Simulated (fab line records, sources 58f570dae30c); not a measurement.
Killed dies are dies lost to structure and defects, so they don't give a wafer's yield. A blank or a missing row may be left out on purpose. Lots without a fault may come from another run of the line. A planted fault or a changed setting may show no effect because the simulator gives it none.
Which tool did it? | flow berkeley_cmos170 | 14 lots, 42 wafers sampled, at 1 step of a route of 331

WHAT THE GAUGES READ, wafer by wafer
The record holds no reading of a measuring or inspecting step that can be judged against a usual standard deviation.

WHICH TOOL RAN EACH LOT (tool, then ch and the chambers of the sampled wafers, then the start)
lot  | UCB170_NWELL_DEVELOP_11
L294 | litho_track-01 ch 0, day 2 12:00
L296 | litho_track-03, day 2 18:00
L297 | litho_track-01, day 3 00:00
L298 | litho_track-03 ch 0, day 3 03:00
L301 | litho_track-01 ch 0, day 3 18:00
L307 | litho_track-01 ch 0, day 4 23:00
L308 | litho_track-01 ch 0, day 5 08:00
L309 | litho_track-03 ch 0, day 5 09:00
L310 | litho_track-01 ch 0, day 5 15:00
L313 | litho_track-03 ch 0, day 6 07:00
L314 | litho_track-02 ch 0, day 6 11:00
L316 | litho_track-03 ch 0, day 6 16:00
L315 | litho_track-01 ch 0, day 6 17:00
L317 | litho_track-03 ch 0, day 6 23:00
- UCB170_NWELL_DEVELOP_11: develop time 45 s.

WHAT THE TOOLS THEMSELVES READ (means of the sampled wafers that have a number; where no wafer has one, the mark that the record gives instead)
UCB170_NWELL_DEVELOP_11.
lot  | tool           | chill_plate_temp_C (C)
L294 | litho_track-01 | 23.04
L296 | litho_track-03 | -
L297 | litho_track-01 | -
L298 | litho_track-03 | 23.05
L301 | litho_track-01 | 22.88
L307 | litho_track-01 | 22.94
L308 | litho_track-01 | 23.06
L309 | litho_track-03 | 23.05
L310 | litho_track-01 | 23.03
L313 | litho_track-03 | 23.04
L314 | litho_track-02 | 22.96
L316 | litho_track-03 | 23.01
L315 | litho_track-01 | 23.13
L317 | litho_track-03 | 23.07

THE ANSWER, worked out from the rows above alone
Rule: what is usual is taken from the lots themselves. Put in order of their means at a reading, lots are off if they are a third of the lots or fewer, leave a main group of 4 or more, and stand apart from it by a gap of 3 or more times the standard deviation of the main group's means; of several such gaps the widest counts. A main group whose means are all the same, to the digits that the tables above print for the reading, isn't used. A lot without any number at a reading at which 4 lots or more have one is off too. The other lots that the step has rows for count as sound. The gauges are gone through in route order, then the tools' own readings, and for those a lot's mean is taken as printed above. The first step at which some lot is off is used, and at that step the reading that is off furthest; a lot without a number counts as furthest.
Off: L296, L297, at UCB170_NWELL_DEVELOP_11 (chill_plate_temp_C). Without a number there: L296, L297. The main group: mean 23.02 C, standard deviation 0.064.
A tool fits if, at that step or a process step before it, it ran every lot that is off, and no sound lot after the first of them. None of those tried fits.

WHAT THE SIMULATOR HAD PUT IN
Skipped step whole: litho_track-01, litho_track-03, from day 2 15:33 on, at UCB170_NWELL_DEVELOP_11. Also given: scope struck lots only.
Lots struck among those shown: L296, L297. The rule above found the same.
